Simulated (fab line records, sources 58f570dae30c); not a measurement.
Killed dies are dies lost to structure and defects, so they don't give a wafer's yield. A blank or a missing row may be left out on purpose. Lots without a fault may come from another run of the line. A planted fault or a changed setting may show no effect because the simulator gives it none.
Split-lot experiment | flow berkeley_cmos170 | 5 lots, 23 wafers read, on a route of 331 steps

THE SPLIT
At UCB170_PSD_IMPLANT_08, the setting energy_kev was moved away from the recipe's 20 on 8 of the 23 wafers read, by +2.6% to +5.7%. The other wafers ran this setting at the recipe's value.

The reading is taken at the split's own step.

THE READING
implant.drp_nm (the simulator's own value, which no gauge read), in nm, at UCB170_PSD_IMPLANT_08. The file gives no usual value for it.

wafer  | tool, chamber at the split | energy_kev as run | against the recipe | implant.drp_nm, nm | against lot-mates on the recipe
L074.2 | implanter-02, 0            | 20                | recipe             | 28.34              | -
L074.3 | implanter-02, 0            | 20                | recipe             | 28.34              | -
L074.4 | implanter-02, 0            | 20                | recipe             | 28.34              | -
L074.5 | implanter-02, 0            | 20                | recipe             | 28.34              | -
L074.6 | implanter-02, 0            | 20                | recipe             | 28.34              | -
L076.1 | implanter-01, 0            | 20                | recipe             | 28.34              | -
L076.2 | implanter-01, 0            | 20                | recipe             | 28.34              | -
L076.3 | implanter-01, 0            | 20                | recipe             | 28.34              | -
L080.1 | implanter-02, 0            | 20.6              | +3.0%              | 28.98              | +0.64
L080.2 | implanter-02, 0            | 20.6              | +3.0%              | 28.98              | +0.64
L080.3 | implanter-02, 0            | 20                | recipe             | 28.34              | -
L080.4 | implanter-02, 0            | 20                | recipe             | 28.34              | -
L080.6 | implanter-02, 0            | 20                | recipe             | 28.34              | -
L084.1 | implanter-02, 0            | 21.15             | +5.7%              | 29.65              | +1.31
L084.2 | implanter-02, 0            | 21.15             | +5.7%              | 29.65              | +1.31
L084.5 | implanter-02, 0            | 21.15             | +5.7%              | 29.65              | +1.31
L084.3 | implanter-02, 0            | 20                | recipe             | 28.34              | -
L084.4 | implanter-02, 0            | 20                | recipe             | 28.34              | -
L082.1 | implanter-01, 0            | 20.52             | +2.6%              | 28.89              | +0.55
L082.3 | implanter-01, 0            | 20.52             | +2.6%              | 28.89              | +0.55
L082.6 | implanter-01, 0            | 20.52             | +2.6%              | 28.89              | +0.55
L082.2 | implanter-01, 0            | 20                | recipe             | 28.34              | -
L082.4 | implanter-01, 0            | 20                | recipe             | 28.34              | -

THE FIT
A straight line over all 23 wafers: implant.drp_nm changes by +0.225 nm for each +1% of energy_kev; r = +1.00; the points scatter about the line by 0.017 nm.
The same after taking each lot's own level away (the mean of its wafers on the recipe; 23 wafers): +0.225 nm for each +1%; r = +1.00; scatter 0.017 nm.
On that fit, the largest move of energy_kev shifts the reading by 1.3 nm.
The lots' own levels span 28.340 to 28.340 nm.
So the lot-to-lot level changes the slope little: the two slopes agree.
Check: with one of the wafers moved furthest among these (+5.7%) left out of the fit, the line predicts +1.28 nm for it against its lot-mates. It came out at +1.31 nm against them.

OTHER SPLITS ON THESE WAFERS
These wafers also went through other splits before the reading. Each is held against what the fit with the lots' levels taken away leaves over:
other split on the same wafers     | wafers away from the commonest value | r with implant.drp_nm (lot level and that fit taken away)
UCB170_START_OXIDATION_02 temp_c   | 10                                   | -0.49
UCB170_NWELL_IMPLANT_14 energy_kev | 10                                   | -0.49
UCB170_PWELL_CVD_05 time_s         | 18                                   | +0.06
UCB170_ACTIVE_CVD_05 temp_c        | 15                                   | -0.37
UCB170_ACTIVE_SOFTBAKE_09 time_s   | 2                                    | +0.23
UCB170_PVT_STRIP_08 o2_flow_sccm   | 7                                    | -0.30
UCB170_GATE_EXPOSE_09 dose_mj      | 9                                    | -0.17

THE WHOLE CHAIN: every reading that the file lists as answering this split, in the file's order
step                  | what it does | reading                                                         | change (the file's fit)               | r (the file's)
UCB170_PSD_IMPLANT_08 |              | implant.rp_nm (the simulator's own value, which no gauge read)  | +0.644 nm for each +1% of the setting | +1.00
UCB170_PSD_IMPLANT_08 |              | implant.drp_nm (the simulator's own value, which no gauge read) | +0.224 nm for each +1% of the setting | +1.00
UCB170_PSD_STRIP_09   | strips in O2 | strip_time_to_endpoint_s                                        | withheld for each +1% of the setting  | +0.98

THE FILE'S OWN FIT
implant.drp_nm changes by +0.224 nm for each +1% of energy_kev, r = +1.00.
